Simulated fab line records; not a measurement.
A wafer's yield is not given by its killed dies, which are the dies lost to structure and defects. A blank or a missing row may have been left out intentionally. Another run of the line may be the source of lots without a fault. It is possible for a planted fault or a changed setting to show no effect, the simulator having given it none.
Which tool is to blame?	flow rit_cmos	14 lots, 42 wafers sampled, at 2 steps of a route of 202

== WHAT THE GAUGES SHOWED, per wafer ==
The record lacks any reading of a measuring or inspecting step that a usual standard deviation could be used to judge.

== EACH LOT AND THE TOOL THAT RAN IT (in order: tool; ch and the chambers of the sampled wafers; start) ==
lot	RIT_M1_METAL_ETCH_12	RIT_M1_PROBE_99
L467	rie_metal-01 ch 0,1, day 3 11:46	prober-01, day 3 14:11
L468	rie_metal-04 ch 0, day 3 17:34	prober-02, day 3 20:09
L469	rie_metal-02 ch 0,1, day 4 03:30	prober-01, day 4 05:45
L470	rie_metal-01 ch 0,1, day 4 08:10	prober-02, day 4 10:28
L471	rie_metal-04 ch 0,1, day 4 12:35	prober-01, day 4 14:53
L475	rie_metal-02 ch 0,1, day 5 09:10	prober-01, day 5 11:29
L477	rie_metal-04 ch 0,1, day 5 16:10	prober-01, day 5 18:28
L479	rie_metal-04 ch 0,1, day 6 00:32	prober-01, day 6 02:51
L480	rie_metal-01 ch 0,1, day 6 04:47	prober-02, day 6 07:10
L481	rie_metal-02 ch 0,1, day 6 12:40	prober-01, day 6 14:55
L483	rie_metal-01 ch 0,1, day 6 17:43	prober-01, day 6 20:01
L487	rie_metal-02 ch 0, day 7 15:25	prober-01, day 7 17:46
L488	rie_metal-01 ch 0,1, day 7 20:17	prober-02, day 7 22:32
L490	rie_metal-02 ch 0,1, day 8 03:34	prober-02, day 8 05:52
- RIT_M1_METAL_ETCH_12: etches Al in Cl2/BCl3, stops on SiO2, time 165 s, target depth 600 nm.
- RIT_M1_PROBE_99

== AS READ BY THE TOOLS THEMSELVES (means over the sampled wafers that have a number; for cases with no such wafer, the mark the record gives instead) ==
RIT_M1_METAL_ETCH_12. Usual: drypump_motor_current_A 5.6 A, standard deviation 0.49; oes_product_au 0.776 a.u., standard deviation 0.01; throttle_valve_pct 8.25 %, standard deviation 0.088.
lot	tool	drypump_motor_current_A (A)	oes_product_au (a.u.)	throttle_valve_pct (%)	flag
L467	rie_metal-01	6.0	0.766	8.15	
L468	rie_metal-04	5.2	0.779	8.23	
L469	rie_metal-02	5.3	0.786	8.31	
L470	rie_metal-01	5.7	0.771	8.20	
L471	rie_metal-04	5.5	0.771	8.28	
L475	rie_metal-02	5.4	0.781	8.30	
L477	rie_metal-04	5.5	0.778	8.27	
L479	rie_metal-04	5.5	0.785	8.27	
L480	rie_metal-01	5.9	0.765	8.15	
L481	rie_metal-02	5.7	0.795	8.26	
L483	rie_metal-01	5.7	0.772	8.21	
L487	rie_metal-02	4.9	0.795	8.34	
L488	rie_metal-01	5.7	0.771	8.20	
L490	rie_metal-02	5.3	0.787	8.29	

RIT_M1_PROBE_99. Usual: defect_limited_yield 97.4 %, standard deviation 1.2; killed_at_contacts 0.1, standard deviation 0.36; killed_at_front_end 7, standard deviation 3.1; killed_dies 7, standard deviation 3.1; killed_open 3.6, standard deviation 2.1; killed_short 3.2, standard deviation 1.9; sort_bin_3_pad_short 0.1 %, standard deviation 0.23; sort_bin_5_function 1.4 %, standard deviation 0.77; sort_bin_6_memory 1.0 %, standard deviation 0.68; sort_n_pass 257, standard deviation 3.1; sort_yield_pct 97.4 %, standard deviation 1.2.
lot	tool	defect_limited_yield (%)	killed_at_contacts	killed_at_front_end	killed_dies	killed_open	killed_short	sort_bin_3_pad_short (%)	sort_bin_5_function (%)	sort_bin_6_memory (%)	sort_n_pass	sort_yield_pct (%)	flag
L467	prober-01	97.3	0.0	7	7	3.0	4.0	0.3	1.8	0.7	257	97.3	
L468	prober-02	95.2	0.0	13	13	5.7	7.0	0.4	2.4	2.0	251	95.2	
L469	prober-01	98.1	0.0	5	5	2.3	2.7	0.4	0.9	0.6	259	98.1	
L470	prober-02	97.5	0.0	7	7	2.7	4.0	0.1	1.2	1.1	257	97.5	
L471	prober-01	97.6	0.0	6	6	4.0	2.3	0.1	2.0	0.3	258	97.6	
L475	prober-01	97.4	0.3	7	7	3.3	3.7	0.1	1.4	1.1	257	97.4	
L477	prober-01	98.0	0.0	5	5	3.7	1.7	0.0	1.3	0.8	259	98.0	
L479	prober-01	96.6	0.0	9	9	4.3	4.0	0.0	1.4	2.0	255	96.6	
L480	prober-02	96.8	0.0	8	8	4.0	4.3	0.4	1.9	0.9	256	96.8	
L481	prober-01	97.0	0.0	8	8	3.0	5.0	0.1	1.7	1.3	256	97.0	
L483	prober-01	98.2	0.0	5	5	2.0	2.7	0.0	1.1	0.6	259	98.2	
L487	prober-01	97.1	0.0	8	8	3.7	4.0	0.5	1.8	0.7	256	97.1	
L488	prober-02	98.3	0.0	4	4	2.3	2.0	0.1	0.9	0.7	260	98.3	
L490	prober-02	95.8	0.0	11	11	6.3	4.7	0.3	2.7	1.3	253	95.8	

== THE ANSWER, worked out from the rows above alone ==
Rule: lot off if the mean of its wafers having a number is beyond 3 standard deviations from the usual mean. A lot without any number at a reading at which 4 lots or more have one is off too. The other lots that the step has rows for count as sound. Order of review: gauges by route order, followed by the tools' own readings, for which a lot's mean as printed above is used. The first step at which some lot is off is used, and at that step the reading that is off furthest; a lot without a number counts as furthest.
Nothing can be told from this: no lot is off at any reading shown.

== WHAT THE SIMULATOR HAD INSERTED ==
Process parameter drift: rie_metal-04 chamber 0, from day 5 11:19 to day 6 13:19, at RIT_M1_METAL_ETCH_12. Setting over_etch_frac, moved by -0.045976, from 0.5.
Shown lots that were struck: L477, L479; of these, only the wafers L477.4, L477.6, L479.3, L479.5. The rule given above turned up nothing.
